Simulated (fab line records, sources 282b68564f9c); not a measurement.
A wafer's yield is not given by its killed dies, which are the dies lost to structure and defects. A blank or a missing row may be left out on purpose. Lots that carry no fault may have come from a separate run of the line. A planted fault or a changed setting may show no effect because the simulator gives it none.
8D (eight disciplines) problem report, filled in by code / flow rit_cmos / the parts of the form that need people (team, actions taken, sign-off) are left out

== 1. THE PROBLEM ==
SILICIDE_TI_RS at RIT_SILICIDE_RS_MEAS_02 reads a mean of 39.0 ohm/sq on 2 wafers of 1 lot; wafers without a fault read 46.0 ohm/sq with a standard deviation of 0.65. That puts it -11 standard deviations away from the usual mean.
The step: measures by four-point-probe.
First observed at day 4 00:00: wafer L690.4, on film_metro-01. At this step, 39 wafers from 13 lots have a number in the record. By rule, "out" or "out of limits" means more than 4 standard deviations away from the usual mean. All remaining wafers that have a number are taken as sound.

== 2. WHAT IT IS, WHAT IT ISN'T ==
question=which readings at this step | is=SILICIDE_TI_RS | is not=-
question=which lots | is=L690 | is not=L686, L687, L699, L701, L702, L703, L704, L705, L706, L707, L708, L709
question=which wafers of those lots | is=L690.4, L690.5 | is not=L690.1
question=read on which gauges | is=film_metro-01 | is not=film_metro-02
question=when | is=from day 4 00:00 | is not=up to then (7 sound wafers); but 30 sound wafers of L699, L701, L702, L703, L704, L705, L706, L707, L708, L709 came after

== 3. SUSPECTS, AND WHAT RULES EACH OUT ==
Counting: if a tool at a process step up to the reading ran every lot that is out, it stays a suspect. Sound lots after the first of them don't rule it out here, since some wafers of a struck lot are sound.
- the gauge at RIT_SILICIDE_RS_MEAS_02: kept. All the wafers that are out were read on film_metro-01, and no step on other tools shows them out.
- pvd_sputter-04 at RIT_SILICIDE_SPUTTER_01 (material Ti, target thk 30 nm, time 240 s): kept. It ran the lot that is out, L690 (day 3 23:51); its last sound lot up to then is L687 (day 3 10:12).
The count leaves film_metro-01 at RIT_SILICIDE_RS_MEAS_02 and pvd_sputter-04 at RIT_SILICIDE_SPUTTER_01.

== 4. THE CAUSE (what the simulator had put in) ==
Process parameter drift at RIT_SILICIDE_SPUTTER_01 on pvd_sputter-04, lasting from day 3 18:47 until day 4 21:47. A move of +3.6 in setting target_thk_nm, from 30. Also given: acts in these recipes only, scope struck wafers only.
2 suspects survive the count, and this tool is in that group.

== 5. SEQUENCE OF EFFECTS, ordered by route ==
Rows list readings where the struck wafers' mean (over those with a number) sits beyond 3 standard deviations from the usual. Readings are gone through only where the record gives a usual standard deviation; hours: the median, over the lots, of the time from a lot's start at the first step in this table giving one to that lot's start at this step; sigmas: the change measured in usual standard deviations.
hours=0; step=RIT_SILICIDE_RS_MEAS_02; reading=SILICIDE_TI_RS; usual=46.0 ohm/sq; on struck wafers=39.0; change=-7.0; sigmas=-11
hours=0; step=RIT_SILICIDE_THK_MEAS_03; reading=SILICIDE_TI_THK; usual=30.7 nm; on struck wafers=34.8; change=+4.1; sigmas=+11

== 6. WHAT WOULD HAVE CAUGHT IT SOONER ==
5 hours passed between the start of the fault at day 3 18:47 and the first reading out of limits at a measuring or inspecting step in this record, taken at day 4 00:00.
Tool readings at RIT_SILICIDE_SPUTTER_01 with a usual standard deviation given in the record: none out on any struck wafer, hence no alarm at a limit of 4 standard deviations on them.
By day 4 00:00 the whole set of lots that are out, 1 in number, had already begun RIT_SILICIDE_SPUTTER_01 on pvd_sputter-04. A hold on the tool at that time would have spared none of them.
